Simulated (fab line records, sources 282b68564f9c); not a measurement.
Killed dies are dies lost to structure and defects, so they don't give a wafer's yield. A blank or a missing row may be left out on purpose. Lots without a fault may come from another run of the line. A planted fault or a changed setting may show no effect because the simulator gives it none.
A struck lot beside a sound one | flow rit_cmos | 30 steps out of a route of 202
Sound: wafers L840.2, L840.3, L840.4. Struck: wafers L850.3, L850.4, L850.5. The cause comes at the end.
At each step with rows: each side's tool, then ch and its chambers, then its first start. Under that, the readings that differ: sound wafers | struck wafers | difference of the means | sigmas: that difference in standard deviations of wafers without a fault.
alike: readings whose means differ by less than 2 such deviations, and words and numbers that are the same on both sides. not compared: withheld readings, readings that some wafer has no value for, bounds like >300 that may hide the same value, and numbers for which the record gives no deviation and whose values overlap.
The two part at a step that has a row with sigmas, a row that says differs or no value, or rows on one side only. Numbers that don't overlap but have no deviation are shown without sigmas and don't part them. A reading that every wafer of one side lacks parts them only if that side has two wafers or more.

RIT_FOX2_THK_MEAS_01:
  sound on film_metro-02, day 3 05:54; struck on film_metro-02, day 5 08:51
  alike: FOX2_OXIDE_THK
then, 2 steps without rows for these wafers: RIT_FOX2_CLEAN_02 (cleans in dHF, time 180 s); RIT_FOX2_WET_ETCH_03 (etches Si3N4 in H3PO4, target depth 195 nm, time 2700 s).
RIT_FOX2_THK_MEAS_90:
  sound on film_metro-02, day 3 06:51; struck on film_metro-04, day 5 09:44
  alike: FIELD_OXIDE_LEFT_1_THK
then, 6 steps without rows for these wafers: RIT_NWELL_HMDS_00 (prime time 60 s); RIT_NWELL_COAT_01 (resist thk 1300 nm); RIT_NWELL_SOFTBAKE_02 (time 60 s); RIT_NWELL_EXPOSE_03 (exposes mask M2, target cd 43900 nm); RIT_NWELL_PEB_04; RIT_NWELL_DEVELOP_05 (develop time 68 s).
RIT_NWELL_OVL_MEAS_06:
  sound on overlay-02, day 3 07:47; struck on overlay-02, day 5 10:40
  alike: NWELL_OVL
then, 1 step without rows for these wafers: RIT_NWELL_HARDBAKE_07 (time 120 s).
RIT_NWELL_IMPLANT_08:
  sound on implanter-02 ch 0, day 3 08:05; struck on implanter-03 ch 0, day 5 10:59
  reading                   | sound                | struck               | difference | sigmas
  beam_energy_keV           | 170.00 169.92 169.95 | 214.21 214.21 214.19 | +44.25     | +99 or more
  model.implant.rp_nm (nm)  | 206 206 206          | 261 261 261          | +55        |
  model.implant.drp_nm (nm) | 68.82 68.82 68.82    | 81.3 81.3 81.3       | +12.5      |
  alike: dose_ions_cm2
RIT_NWELL_STRIP_09: strips in O2, time 180 s.
  sound on plasma_asher-03 ch 0,1, day 3 08:13; struck on plasma_asher-02 ch 0,1, day 5 11:09
  alike: drypump_motor_current_A
  not compared: rf_hours_counter_h
RIT_NWELL_TW_MEAS_10:
  sound on film_metro-01, day 3 08:24; struck on film_metro-02, day 5 11:17
  reading  | sound          | struck         | difference | sigmas
  NWELL_TW | 2148 2157 2162 | 2253 2266 2242 | +98        | +9
then, 6 steps without rows for these wafers: RIT_PWELL_HMDS_00 (prime time 60 s); RIT_PWELL_COAT_01 (resist thk 1300 nm); RIT_PWELL_SOFTBAKE_02 (time 60 s); RIT_PWELL_EXPOSE_03 (exposes mask M3, target cd 43700 nm); RIT_PWELL_PEB_04; RIT_PWELL_DEVELOP_05 (develop time 68 s).
RIT_PWELL_OVL_MEAS_06:
  sound on overlay-02, day 3 09:20; struck on overlay-02, day 5 12:20
  alike: PWELL_OVL
then, 2 steps without rows for these wafers: RIT_PWELL_HARDBAKE_07 (time 120 s); RIT_PWELL_IMPLANT_08.
RIT_PWELL_STRIP_09: strips in O2, time 180 s.
  sound on plasma_asher-01 ch 0,1, day 3 09:46; struck on plasma_asher-01 ch 0,1, day 5 12:49
  alike: drypump_motor_current_A
  not compared: rf_hours_counter_h
RIT_PWELL_TW_MEAS_10:
  sound on film_metro-02, day 3 09:57; struck on film_metro-02, day 5 12:58
  alike: PWELL_TW
then, 1 step without rows for these wafers: RIT_WELLDRIVE_ANNEAL_00 (time 14700 s).
RIT_WELLDRIVE_RS_MEAS_01: measures by four-point-probe.
  sound on film_metro-02, day 3 15:07; struck on film_metro-01, day 5 18:07
  reading           | sound             | struck            | difference | sigmas
  NWELL_RS (ohm/sq) | 277.0 275.7 276.5 | 274.0 272.6 273.6 | -3.0       | -4
RIT_WELLDRIVE_RS_MEAS_02: measures by four-point-probe.
  sound on film_metro-02, day 3 15:14; struck on film_metro-01, day 5 18:14
  alike: PWELL_RS
RIT_M1_PROBE_99:
  sound on prober-02, day 4 19:56; struck on prober-02, day 6 23:44
  reading                                        | sound                | struck               | difference | sigmas
  model.etest.field_p_metal.vt_v (V)             | -28.99 -29.06 -28.87 | -40.24 -39.47 -41.89 | -11.56     |
  model.etest.field_p.vt_v (V)                   | -12.29 -12.21 -12.25 | -17.16 -17.01 -17.29 | -4.90      |
  model.etest.well_edge_left.line_ohm_um         | 182.6 183.6 181.8    | 179.6 180.2 179.1    | -3.0       |
  model.etest.well_edge_right.line_ohm_um        | 181.4 182.5 184.4    | 181.3 178.8 179.7    | -2.8       |
  model.etest.iso_nwell_nwell.bv_v (V)           | 22.33 22.21 22.24    | 20.55 20.83 20.66    | -1.58      |
  model.etest.iso_pplus_pwell.lateral_log10_a_um | -9.215 -9.263 -9.208 | -9.421 -9.368 -9.358 | -0.154     |
  model.etest.pmos_narrow.off_log10_a_um         | -12.7 -12.67 -12.9   | -13.05 -13.04 -13.06 | -0.29      |
  alike: killed_at_contacts, killed_at_front_end, killed_dies, killed_on_rim, killed_open, killed_short
  not compared: model.etest.nwell_pinched.rs_ohm_sq

WHERE THEY PART
First at RIT_NWELL_IMPLANT_08; last, within this record, at RIT_WELLDRIVE_RS_MEAS_01. Later steps at which nothing parts them and some readings are alike: RIT_WELLDRIVE_RS_MEAS_02, RIT_M1_PROBE_99.

WHY: what the simulator had put in
Process parameter drift: implanter-03, from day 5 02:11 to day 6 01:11, at RIT_NWELL_IMPLANT_08. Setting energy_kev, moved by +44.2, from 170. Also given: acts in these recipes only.
